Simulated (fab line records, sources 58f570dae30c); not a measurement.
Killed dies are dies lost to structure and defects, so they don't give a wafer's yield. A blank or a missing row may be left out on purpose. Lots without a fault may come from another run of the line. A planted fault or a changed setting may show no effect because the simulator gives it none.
Which tool did it? | flow berkeley_cmos170 | 7 lots, 21 wafers sampled, at 2 steps of a route of 331

WHAT THE GAUGES READ, wafer by wafer
UCB170_NVT_TW_MEAS_09.
lot  | measured     | on            | NVT_TW
L585 | day 6 09:34  | film_metro-02 | 530 528 531
L589 | day 7 09:15  | film_metro-02 | 531 533 529
L590 | day 7 21:07  | film_metro-01 | 530 531 529
L591 | day 8 05:10  | film_metro-03 | 527 525 525
L595 | day 8 19:09  | film_metro-03 | 487 488 487
L600 | day 10 05:34 | film_metro-03 | 528 526 528
L602 | day 10 12:11 | film_metro-03 | 527 526 529

WHICH TOOL RAN EACH LOT (tool, then ch and the chambers of the sampled wafers, then the start)
lot  | UCB170_NVT_IMPLANT_07
L585 | implanter-01 ch 0, day 6 09:21
L589 | implanter-01 ch 0, day 7 09:01
L590 | implanter-01 ch 0, day 7 20:52
L591 | implanter-03 ch 0, day 8 04:55
L595 | implanter-01 ch 0, day 8 18:54
L600 | implanter-03 ch 0, day 10 05:19
L602 | implanter-03 ch 0, day 10 11:55
- UCB170_NVT_IMPLANT_07

THE ANSWER, worked out from the rows above alone
Rule: what is usual is taken from the lots themselves. Put in order of their means at a reading, lots are off if they are a third of the lots or fewer, leave a main group of 4 or more, and stand apart from it by a gap of 3 or more times the standard deviation of the main group's means; of several such gaps the widest counts. A main group whose means are all the same, to the digits that the tables above print for the reading, isn't used. A lot without any number at a reading at which 4 lots or more have one is off too. The other lots that the step has rows for count as sound.
Off: L595, at UCB170_NVT_TW_MEAS_09 (NVT_TW). The main group: mean 528, standard deviation 1.9.
A tool fits if, at a process step before that reading, it ran every lot that is off, and no sound lot after the first of them. The gauges at UCB170_NVT_TW_MEAS_09 are tried like those tools. One fits: implanter-01 at UCB170_NVT_IMPLANT_07. Its last sound lot is L590 (day 7 20:52), its first lot that is off L595 (day 8 18:54): a fault that began between those two fits.

WHAT THE SIMULATOR HAD PUT IN
Process parameter drift: implanter-01, from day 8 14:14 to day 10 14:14, at UCB170_NVT_IMPLANT_07. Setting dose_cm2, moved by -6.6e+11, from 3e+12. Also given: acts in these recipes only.
Lots struck among those shown: L595. The rule above found the same.
